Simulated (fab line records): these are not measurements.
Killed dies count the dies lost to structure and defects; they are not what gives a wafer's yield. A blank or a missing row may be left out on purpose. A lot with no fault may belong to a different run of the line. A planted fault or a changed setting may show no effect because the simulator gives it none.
Comparing a struck lot with a sound one | flow berkeley-cmos170 | 15 out of 331 route steps
Sound: the wafers L780.1, L780.5, L780.6. Struck: wafers L775.2, L775.3, L775.6. At the end, the cause is stated.
At each step with rows: each side's tool, then ch and its chambers, then its first start. Under that, the readings that differ: sound wafers | struck wafers | difference of the means | sigmas: that difference in standard deviations of wafers without a fault.
alike: readings whose means differ by less than 2 such deviations, and words and numbers that are the same on both sides. not compared: withheld readings, readings that some wafer has no value for, bounds like >300 that may hide the same value, and numbers for which the record gives no deviation and whose values overlap.
A row with sigmas, a row that says differs or no value, or rows on one side alone: a step with any of these is where the two part. Numbers that have no deviation but don't overlap get no sigmas and don't part them. A reading missing from all wafers of one side parts the sides only when that side holds two or more wafers.

UCB170_PWELL_ETCH_14: etches Si3N4 in CH3F/Ar/O2, stops on SiO2, target depth 242 nm, time 151 s.
  sound on rie-diel-03 ch 0,1, day 6 16:46; struck on rie-diel-03 ch 1,2,3, day 5 07:23
  alike: drypump-motor-current-A, oes-product-au, throttle-valve-pct
  not compared: rf-hours-counter-h
next, for these wafers, 1 step has no rows: UCB170_PWELL_IMPLANT_15.
UCB170_PWELL_STRIP_16: strips in O2.
  sound on plasma-asher-01 ch 0,1, day 6 17:01; struck on plasma-asher-03 ch 1, day 5 07:38
  alike: drypump-motor-current-A, o2-flow-sccm, oes-product-au, strip-time-to-endpoint-s
  not compared: rf-hours-counter-h
UCB170_PWELL_TW_MEAS_17:
  sound on film-metro-04, day 6 17:07; struck on film-metro-04, day 5 07:44
  alike: PWELL_TW
then, 5 steps without rows for these wafers: UCB170_PWELL_CLEAN_18 (cleans in SPM, time 600 s); UCB170_PWELL_WET_ETCH_19 (etches Si3N4 in H3PO4, time 14400 s); UCB170_PWELL_WET_ETCH_20 (etches SiO2 in BOE, time 22 s); UCB170_WELLDRIVE_CLEAN_00 (cleans in SPM, time 600 s); UCB170_WELLDRIVE_OXIDATION_01 (target thk 199 nm, ox time 9247 s).
UCB170_WELLDRIVE_THK_MEAS_02:
  sound on film-metro-02, day 7 02:46; struck on film-metro-01, day 5 18:17
  reading                  | sound       | struck      | difference | sigmas
  WELLDRIVE_OXIDE_THK (nm) | 206 205 205 | 196 200 198 | -7         | -2
then, 2 steps without rows for these wafers: UCB170_WELLDRIVE_ANNEAL_03 (time 900 s); UCB170_WELLDRIVE_WET_ETCH_04 (etches SiO2 in BOE, time 120 s).
UCB170_ACTIVE_CLEAN_00: cleans in SPM, time 600 s.
  sound on wet-bench-02 ch 1, day 7 07:34; struck on wet-bench-02 ch 2, day 5 22:12
  no value came back on the struck wafers for bath-guard-temp-C (C), bath-heat-duty-pct (%); on the sound wafers bath-guard-temp-C (C) reads 119.9 119.5 119.7
then, 1 step without rows for these wafers: UCB170_ACTIVE_CLEAN_01 (cleans in dHF, time 60 s).
-- the record jumps here: 4 days lie between the struck wafers' starts before and after (it left off in module ACTIVE and takes up again in module M3, whose first step shown is number 331 of the route) --
UCB170_M3_PROBE_99:
  the record has rows for the struck wafers here (prober-02, day 10 06:46) and none for the sound ones

== WHERE THEY PART ==
Last at UCB170_M3_PROBE_99 as far as this record goes, first at UCB170_WELLDRIVE_THK_MEAS_02.

WHY: what the simulator had put in
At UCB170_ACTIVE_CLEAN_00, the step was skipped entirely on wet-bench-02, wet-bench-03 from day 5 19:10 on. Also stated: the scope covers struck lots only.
